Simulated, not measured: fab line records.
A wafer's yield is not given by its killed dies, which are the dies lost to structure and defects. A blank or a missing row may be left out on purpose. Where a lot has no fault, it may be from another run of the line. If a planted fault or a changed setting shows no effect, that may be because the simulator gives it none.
Split-lot experiment + flow rit-cmos + route with 202 steps; 5 lots, 23 wafers read

== THE SPLIT ==
At RIT_NLDD_IMPLANT_08, the setting dose-cm2 was moved away from the recipe's 5e+14 on 6 of the 23 wafers read, by -6.4% to -5.2%. For the rest of the wafers, this setting stayed at what the recipe calls for.

== FROM THE SPLIT TO THE READING: what the file shows between them, 8 steps ==
- RIT_PLDD_IMPLANT_08 (also split here: dose-cm2)
- RIT_SPACER_CVD_03: deposits Si3N4 from SiH2Cl2/NH3, target thk 250 nm, time 3300 s (also split here: sih2cl2-flow-sccm)
- RIT_SPACER_THK_MEAS_04
- RIT_NSD_IMPLANT_08 (also split here: energy-kev)
- RIT_PSD_HARDBAKE_07: time 60 s (also split here: temp-c)
- RIT_PSD_IMPLANT_08
- RIT_PSD_STRIP_09: strips in O2, time 180 s
- RIT_SDANNEAL_RS_MEAS_06: measures by four-point-probe

== THE READING ==
NLDD_RS, in ohm/sq, at RIT_SDANNEAL_RS_MEAS_07 (measures by four-point-probe). A value of 151.7 ohm/sq with a standard deviation of 0.52 ohm/sq is what fault-free wafers of this fab line usually give.

| wafer  | tool, chamber at the split | dose-cm2 as run | against the recipe | NLDD_RS, ohm/sq | against lot-mates on the recipe |
|--------|----------------------------|-----------------|--------------------|-----------------|---------------------------------|
| L079.1 | implanter-01, 0            | 5e+14           | recipe             | 152.0           | -                               |
| L079.2 | implanter-01, 0            | 4.681e+14       | -6.4%              | 159.9           | +7.8                            |
| L079.3 | implanter-01, 0            | 5e+14           | recipe             | 152.3           | -                               |
| L079.5 | implanter-01, 0            | 4.681e+14       | -6.4%              | 160.2           | +8.0                            |
| L079.6 | implanter-01, 0            | 4.681e+14       | -6.4%              | 160.7           | +8.5                            |
| L082.1 | implanter-01, 0            | 5e+14           | recipe             | 152.2           | -                               |
| L082.3 | implanter-01, 0            | 5e+14           | recipe             | 152.5           | -                               |
| L082.4 | implanter-01, 0            | 5e+14           | recipe             | 152.4           | -                               |
| L082.5 | implanter-01, 0            | 5e+14           | recipe             | 152.4           | -                               |
| L082.6 | implanter-01, 0            | 5e+14           | recipe             | 151.9           | -                               |
| L083.1 | implanter-01, 0            | 4.74e+14        | -5.2%              | 159.0           | +7.4                            |
| L083.2 | implanter-01, 0            | 4.74e+14        | -5.2%              | 158.8           | +7.2                            |
| L083.3 | implanter-01, 0            | 5e+14           | recipe             | 151.7           | -                               |
| L083.5 | implanter-01, 0            | 5e+14           | recipe             | 151.5           | -                               |
| L083.6 | implanter-01, 0            | 4.74e+14        | -5.2%              | 158.6           | +7.0                            |
| L084.3 | implanter-01, 0            | 5e+14           | recipe             | 151.5           | -                               |
| L084.4 | implanter-01, 0            | 5e+14           | recipe             | 151.7           | -                               |
| L084.5 | implanter-01, 0            | 5e+14           | recipe             | 151.3           | -                               |
| L085.1 | implanter-01, 0            | 5e+14           | recipe             | 150.7           | -                               |
| L085.2 | implanter-01, 0            | 5e+14           | recipe             | 151.1           | -                               |
| L085.3 | implanter-01, 0            | 5e+14           | recipe             | 150.5           | -                               |
| L085.4 | implanter-01, 0            | 5e+14           | recipe             | 151.2           | -                               |
| L085.6 | implanter-01, 0            | 5e+14           | recipe             | 151.0           | -                               |

FIT RESULTS
A straight line over all 23 wafers: NLDD_RS changes by -1.36 ohm/sq for each +1% of dose-cm2; r = -0.99; the points scatter about the line by 0.56 ohm/sq.
The same after taking each lot's own level away (the mean of its wafers on the recipe; 23 wafers): -1.32 ohm/sq for each +1%; r = -1.00; scatter 0.29 ohm/sq.
The reading moves by 8.4 ohm/sq for the largest change in dose-cm2, on that fit.
Measured against the standard deviation above, the lots' own levels, which go from 150.90 to 152.28 ohm/sq, span 2.7 times it.
Hence the lot-to-lot level has little effect on the slope; both slopes agree.
Check: +8.57 ohm/sq against its lot-mates is what the line predicts for one of the wafers moved furthest among these (-6.4%) when that wafer is left out of the fit. Against them it came out at +7.75 ohm/sq.

== OTHER SPLITS ON THESE WAFERS ==
Before the reading, these wafers also passed through other splits. Each is held against what the fit with the lots' levels taken away leaves over:
| other split on the same wafers      | wafers away from the commonest value | r with NLDD_RS (lot level and that fit taken away) |
|-------------------------------------|--------------------------------------|----------------------------------------------------|
| RIT_ACTIVE_OXIDATION_01 ox-time-s   | 15                                   | +0.33                                              |
| RIT_ACTIVE_ETCH_13 over-etch-frac   | 6                                    | -0.16                                              |
| RIT_NWELL_IMPLANT_08 dose-cm2       | 10                                   | +0.14                                              |
| RIT_PWELL_DEVELOP_05 develop-time-s | 8                                    | -0.10                                              |
| RIT_NRETRO_COAT_01 resist-thk-nm    | 4                                    | -0.01                                              |
| RIT_NRETRO_SOFTBAKE_02 time-s       | 7                                    | -0.55                                              |
| RIT_GATE_OXIDATION_05 ox-time-s     | 18                                   | +0.17                                              |
| RIT_GATE_EXPOSE_13 dose-mj          | 8                                    | +0.22                                              |
| RIT_PLDD_IMPLANT_08 dose-cm2        | 4                                    | -0.31                                              |
| RIT_SPACER_CVD_03 sih2cl2-flow-sccm | 15                                   | +0.14                                              |
| RIT_NSD_IMPLANT_08 energy-kev       | 5                                    | +0.10                                              |
| RIT_PSD_HARDBAKE_07 temp-c          | 8                                    | -0.22                                              |

== FILE'S OWN FIT ==
NLDD_RS changes by -1.31 ohm/sq for each +1% of dose-cm2, r = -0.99.
